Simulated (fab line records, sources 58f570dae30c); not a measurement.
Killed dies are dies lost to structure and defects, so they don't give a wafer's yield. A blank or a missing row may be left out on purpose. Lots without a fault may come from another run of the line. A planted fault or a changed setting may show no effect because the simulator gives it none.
Which tool did it? | flow berkeley_cmos170 | 7 lots, 21 wafers sampled, at 2 steps of a route of 331

WHAT THE GAUGES READ, wafer by wafer
UCB170_SCREENOX_THK_MEAS_02.
lot  | measured     | on            | SCREENOX_OXIDE_THK (nm)
L275 | day 6 08:34  | film_metro-03 | 14.58 14.35 14.56
L277 | day 7 02:47  | film_metro-01 | 22.77 22.95 22.89
L280 | day 7 08:49  | film_metro-01 | 14.63 14.74 14.52
L285 | day 8 15:26  | film_metro-02 | 22.50 21.95 22.46
L289 | day 8 23:16  | film_metro-03 | 14.47 14.72 14.56
L291 | day 9 12:01  | film_metro-02 | 14.15 14.47 14.17
L293 | day 10 00:05 | film_metro-03 | 14.61 14.81 14.37

WHICH TOOL RAN EACH LOT (tool, then ch and the chambers of the sampled wafers, then the start)
lot  | UCB170_SCREENOX_OXIDATION_01
L275 | furnace-03 ch 0, day 6 06:52
L277 | furnace-04 ch 0, day 6 19:56
L280 | furnace-03 ch 0, day 7 07:10
L285 | furnace-02 ch 0, day 8 11:35 and furnace-04 ch 0, day 8 13:44
L289 | furnace-02 ch 0, day 8 21:35
L291 | furnace-03 ch 0, day 9 10:19
L293 | furnace-03 ch 0, day 9 22:25
- UCB170_SCREENOX_OXIDATION_01: target thk 14.4 nm, ox time 2400 s.

THE ANSWER, worked out from the rows above alone
Rule: what is usual is taken from the lots themselves. Put in order of their means at a reading, lots are off if they are a third of the lots or fewer, leave a main group of 4 or more, and stand apart from it by a gap of 3 or more times the standard deviation of the main group's means; of several such gaps the widest counts. A main group whose means are all the same, to the digits that the tables above print for the reading, isn't used. A lot without any number at a reading at which 4 lots or more have one is off too. The other lots that the step has rows for count as sound.
Off: L277, L285, at UCB170_SCREENOX_THK_MEAS_02 (SCREENOX_OXIDE_THK). The main group: mean 14.51 nm, standard deviation 0.13.
A tool fits if, at a process step before that reading, it ran every lot that is off, and no sound lot after the first of them. The gauges at UCB170_SCREENOX_THK_MEAS_02 are tried like those tools. One fits: furnace-04 at UCB170_SCREENOX_OXIDATION_01. It ran no sound lot before its first lot that is off in this sample, so the start can't be narrowed down.

WHAT THE SIMULATOR HAD PUT IN
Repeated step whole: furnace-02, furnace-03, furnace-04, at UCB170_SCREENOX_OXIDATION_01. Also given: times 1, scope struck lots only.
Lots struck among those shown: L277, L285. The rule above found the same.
